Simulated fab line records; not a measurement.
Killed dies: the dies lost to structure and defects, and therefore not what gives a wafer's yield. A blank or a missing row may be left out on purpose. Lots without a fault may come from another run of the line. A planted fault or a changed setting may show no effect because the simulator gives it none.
Comparing a struck lot with a sound one :: flow rit-cmos :: 43 steps out of a route of 202
Sound: the wafers L484.3, L484.4, L484.6. Struck: wafers L496.3, L496.5, L496.6. The cause is given at the end.
Per side, at each step with rows, come the tool, then ch with its chambers, and then its first start. Under that, the readings that differ: sound wafers :: struck wafers :: difference of the means :: sigmas: that difference in standard deviations of wafers without a fault.
alike: a reading whose means differ by less than 2 such deviations, as well as words and numbers matching on both sides. not compared: withheld readings; readings where some wafer has no value; bounds like >300 that might hide an equal value; numbers whose values overlap and for which the record gives no deviation.
The two part at a step that has a row with sigmas, a row that says differs or no value, or rows on one side only. When numbers do not overlap yet have no deviation, they are printed without sigmas and do not part them. Lack of a reading on every wafer of one side parts them only where that side has two or more wafers.

first, 2 steps without rows for these wafers: RIT_NLDD_HARDBAKE_07 (time 60 s); RIT_NLDD_IMPLANT_08.
RIT_NLDD_STRIP_09: strips in O2, time 180 s.
  sound on plasma-asher-02 ch 0,1, day 3 03:24; struck on plasma-asher-03 ch 0,1, day 5 19:35
  alike: drypump-motor-current-A
  not compared: rf-hours-counter-h
RIT_NLDD_TW_MEAS_10:
  sound on film-metro-02, day 3 03:32; struck on film-metro-02, day 5 19:43
  alike: NLDD_TW
then, 6 steps without rows for these wafers: RIT_PLDD_HMDS_00 (prime time 60 s); RIT_PLDD_COAT_01 (resist thk 1000 nm); RIT_PLDD_SOFTBAKE_02 (time 60 s); RIT_PLDD_EXPOSE_03 (exposes mask M8, target cd 40900 nm); RIT_PLDD_PEB_04; RIT_PLDD_DEVELOP_05 (develop time 50 s).
RIT_PLDD_OVL_MEAS_06:
  sound on overlay-01, day 3 04:34; struck on overlay-02, day 5 20:45
  alike: PLDD_OVL
then, 1 step without rows for these wafers: RIT_PLDD_HARDBAKE_07 (time 60 s).
RIT_PLDD_IMPLANT_08:
  sound on implanter-02 ch 0, day 3 04:47; struck on implanter-02 ch 0, day 5 20:58
reading: dose-ions-cm2
sound: 9.002e+14 8.999e+14 9.002e+14
struck: 1.4992e+15 1.4989e+15 1.4993e+15
difference: +5.9903e+14
sigmas: +99 or more

reading: end-station-pressure-torr (Torr)
sound: 6.4e-06 7e-06 7.8e-06
struck: 9.4e-06 9.1e-06 8e-06
difference: +1.8e-06
sigmas: +4

reading: faraday-current-uA
sound: 2831 2838 2701
struck: 4623 4775 4704
difference: +1911
sigmas: +37
RIT_PLDD_STRIP_09: strips in O2, time 180 s.
  sound on plasma-asher-04 ch 0,1, day 3 04:57; struck on plasma-asher-03 ch 0,1, day 5 21:08
  alike: drypump-motor-current-A
  not compared: rf-hours-counter-h
RIT_PLDD_TW_MEAS_10:
  sound on film-metro-03, day 3 05:05; struck on film-metro-04, day 5 21:29
reading: PLDD_TW
sound: 2370 2369 2358
struck: 2627 2625 2626
difference: +260
sigmas: +11
  not compared: hold
then, 3 steps without rows for these wafers: RIT_SPACER_CLEAN_01 (cleans in dHF, time 30 s); RIT_SPACER_CLEAN_02 (cleans in SC2, time 600 s); RIT_SPACER_CVD_03 (deposits Si3N4 from SiH2Cl2/NH3, target thk 250 nm, time 3300 s).
RIT_SPACER_THK_MEAS_04:
  sound on film-metro-01, day 3 07:26; struck on film-metro-03, day 6 05:11
  alike: SPACER_NITRIDE_THK
RIT_SPACER_ETCHBACK_05: etches Si3N4 in SF6/CHF3, stops on SiO2, target depth 250 nm, time 240 s.
  sound on rie-diel-02 ch 2,3, day 3 07:28; struck on rie-diel-01 ch 0,1,3, day 6 05:14
  alike: drypump-motor-current-A, oes-product-au, throttle-valve-pct
  not compared: rf-hours-counter-h
then, 6 steps without rows for these wafers: RIT_NSD_HMDS_00 (prime time 60 s); RIT_NSD_COAT_01 (resist thk 1000 nm); RIT_NSD_SOFTBAKE_02 (time 60 s); RIT_NSD_EXPOSE_03 (exposes mask M9, target cd 40700 nm); RIT_NSD_PEB_04; RIT_NSD_DEVELOP_05 (develop time 50 s).
RIT_NSD_OVL_MEAS_06:
  sound on overlay-01, day 3 08:29; struck on overlay-02, day 6 06:29
  alike: NSD_OVL
then, 2 steps without rows for these wafers: RIT_NSD_HARDBAKE_07 (time 60 s); RIT_NSD_IMPLANT_08.
RIT_NSD_STRIP_09: strips in O2, time 180 s.
  sound on plasma-asher-04 ch 0,1, day 3 09:06; struck on plasma-asher-01 ch 0,1, day 6 06:58
  alike: drypump-motor-current-A
  not compared: rf-hours-counter-h
RIT_NSD_TW_MEAS_10:
  sound on film-metro-04, day 3 09:14; struck on film-metro-03, day 6 07:07
  alike: NSD_TW
then, 6 steps without rows for these wafers: RIT_PSD_HMDS_00 (prime time 60 s); RIT_PSD_COAT_01 (resist thk 1000 nm); RIT_PSD_SOFTBAKE_02 (time 60 s); RIT_PSD_EXPOSE_03 (exposes mask M10, target cd 40900 nm); RIT_PSD_PEB_04; RIT_PSD_DEVELOP_05 (develop time 50 s).
RIT_PSD_OVL_MEAS_06:
  sound on overlay-01, day 3 10:17; struck on overlay-01, day 6 08:17
  alike: PSD_OVL
then, 2 steps without rows for these wafers: RIT_PSD_HARDBAKE_07 (time 60 s); RIT_PSD_IMPLANT_08.
RIT_PSD_STRIP_09: strips in O2, time 180 s.
  sound on plasma-asher-04 ch 0,1, day 3 10:40; struck on plasma-asher-01 ch 0,1, day 6 08:41
  alike: drypump-motor-current-A
  not compared: rf-hours-counter-h
RIT_SDANNEAL_RS_MEAS_06: a four-point-probe measurement.
  sound on film-metro-02, day 3 11:35; struck on film-metro-03, day 6 10:50
reading: PLDD_RS (ohm/sq)
sound: 179.0 178.5 178.6
struck: 155.6 156.0 156.0
difference: -22.8
sigmas: -52
  not compared: hold
RIT_M1_PROBE_99:
  the record holds rows for the sound wafers here (prober-01, day 3 19:34) but none for the struck ones

== WHERE THEY PART ==
Earliest at RIT_PLDD_IMPLANT_08; latest, in this record, at RIT_M1_PROBE_99.

WHY: whatever the simulator had introduced
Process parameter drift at RIT_PLDD_IMPLANT_08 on implanter-02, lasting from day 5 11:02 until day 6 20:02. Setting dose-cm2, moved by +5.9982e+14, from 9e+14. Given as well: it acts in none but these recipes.
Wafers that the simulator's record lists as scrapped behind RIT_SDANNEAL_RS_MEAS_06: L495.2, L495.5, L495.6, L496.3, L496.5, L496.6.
